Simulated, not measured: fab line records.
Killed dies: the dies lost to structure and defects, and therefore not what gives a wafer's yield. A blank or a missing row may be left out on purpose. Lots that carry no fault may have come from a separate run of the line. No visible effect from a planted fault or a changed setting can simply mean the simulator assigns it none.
Comparing a struck lot with a sound one ; flow berkeleyCmos170 ; 32 out of 331 route steps
Sound: the wafers L554.2, L554.4, L554.5. Wafers L556.2, L556.5, L556.6 were the ones struck. Last of all comes the cause.
Order at every step that has rows: each side's tool, ch and its chambers, its first start. Under that, the readings that differ: sound wafers ; struck wafers ; difference of the means ; sigmas: that difference in standard deviations of wafers without a fault.
alike: readings whose means differ by less than 2 such deviations, and words and numbers that are the same on both sides. not compared: withheld readings, readings that some wafer has no value for, bounds like >300 that may hide the same value, and numbers for which the record gives no deviation and whose values overlap.
Wherever a step has rows on one side only, a row that says differs or no value, or a row with sigmas, the two part there. Numbers that don't overlap but have no deviation are shown without sigmas and don't part them. A reading missing from all wafers of one side parts the sides only when that side holds two or more wafers.

first, 9 steps without rows for these wafers: UCB170_CONTACT_COAT_10 (resist thk 900 nm); UCB170_CONTACT_SOFTBAKE_11 (time 60 s); UCB170_CONTACT_EXPOSE_12 (exposes mask CONT, target cd 700 nm); UCB170_CONTACT_PEB_13; UCB170_CONTACT_DEVELOP_14 (develop time 45 s); UCB170_CONTACT_ETCH_17 (etches BARC in N2/H2); UCB170_CONTACT_ETCH_18 (etches PSG in CHF3/CF4/Ar, stops on TiSi2, target depth 840 nm, time 195 s); UCB170_CONTACT_STRIP_19 (strips in O2); UCB170_CONTACT_CLEAN_20 (cleans in SPM, time 600 s).
UCB170_M1_SPUTTER_00: material Al, target thk 600 nm, time 80 s.
  sound: pvdSputter-01 at day 7 22:08; struck: pvdSputter-01 at day 8 10:55
reading;sound;struck;difference;sigmas
cathodeDcPowerW (W);6000.2 5998.9 5999.7;5792.6 5793.3 5792.3;-206.9;-99 or more
model.Al_of_M1_SPUTTER_00.thkNm (nm);594.2 594.1 593.1;573.7 581.8 577.4;-16.2;
  alike: throttleValvePct
UCB170_M1_RS_MEAS_01: uses a four-point probe to measure.
  sound: filmMetro-02 at day 7 22:13; struck: filmMetro-04 at day 8 11:17
reading;sound;struck;difference;sigmas
M1_AL_RS (ohm/sq);0.0490 0.0489 0.0491;0.0509 0.0502 0.0505;+0.0015;+3
  not compared: hold
UCB170_M1_THK_MEAS_02: measures by xrf.
  sound: filmMetro-02 at day 7 22:19; struck: filmMetro-04 at day 8 15:11
reading;sound;struck;difference;sigmas
M1_AL_THK (nm);594 594 589;573 585 577;-14;-2
  not compared: hold
then, 6 steps without rows for these wafers: UCB170_M1_COAT_04 (resist thk 900 nm); UCB170_M1_SOFTBAKE_05 (time 60 s); UCB170_M1_EXPOSE_06 (exposes mask METAL1, target cd 700 nm); UCB170_M1_PEB_07; UCB170_M1_DEVELOP_08 (develop time 45 s); UCB170_M1_ETCH_11 (etches BARC in N2/H2).
UCB170_M1_METAL_ETCH_12: etches Al in Cl2/BCl3, stops on PSG, target depth 780 nm, time 130 s.
  sound on rieMetal-01 ch 0,1, day 8 00:42; struck on rieMetal-02 ch 0,1, day 8 17:39
reading;sound;struck;difference;sigmas
model.etch.depthNm (nm);594.2 594.1 593.1;573.7 581.8 577.4;-16.2;
model.M1.featureDepthNm (nm);631.8 632.1 630.7;613 620.8 616.2;-15;
  alike: drypumpMotorCurrentA, heBacksideLeakSccm, mfcCl2Sccm, oesProductAu, throttleValvePct
  not compared: rfHoursCounterH
then, 11 steps without rows for these wafers: UCB170_M1_STRIP_13 (strips in O2); UCB170_M1_ANNEAL_14 (time 1200 s); UCB170_V1_CVD_00 (deposits SiO2 from TEOS/O2, target thk 2000 nm, time 250 s); UCB170_V1_CMP_02 (polishes SiO2); UCB170_V1_CLEAN_05 (cleans in DIW); UCB170_V1_HMDS_06 (prime time 60 s); UCB170_V1_COAT_07 (resist thk 900 nm); UCB170_V1_SOFTBAKE_08 (time 60 s); UCB170_V1_EXPOSE_09 (exposes mask VIA1, target cd 700 nm); UCB170_V1_PEB_10; UCB170_V1_DEVELOP_11 (develop time 45 s).
UCB170_V1_ETCH_14: etches SiO2 in CHF3/CF4/Ar, stops on Al, target depth 1250 nm, time 291 s.
  sound on rieDiel-03 ch 0,2, day 8 05:25; struck on rieDiel-02 ch 0,1,2, day 8 21:52
reading;sound;struck;difference;sigmas
model.Al_of_M1_SPUTTER_00.thkNm (nm);594.2 594.1 593.1;573.7 581.8 577.4;-16.2;
  alike: drypumpMotorCurrentA, oesProductAu, throttleValvePct
  not compared: rfHoursCounterH
UCB170_M3_PROBE_99:
  the record has rows for the struck wafers here (prober-02, day 9 08:35) and none for the sound ones

## WHERE THEY PART
Last at UCB170_M3_PROBE_99 as far as this record goes, first at UCB170_M1_SPUTTER_00.

WHY: the cause the simulator had injected
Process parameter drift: pvdSputter-01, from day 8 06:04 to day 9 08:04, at UCB170_M1_SPUTTER_00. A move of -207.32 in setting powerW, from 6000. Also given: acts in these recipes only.
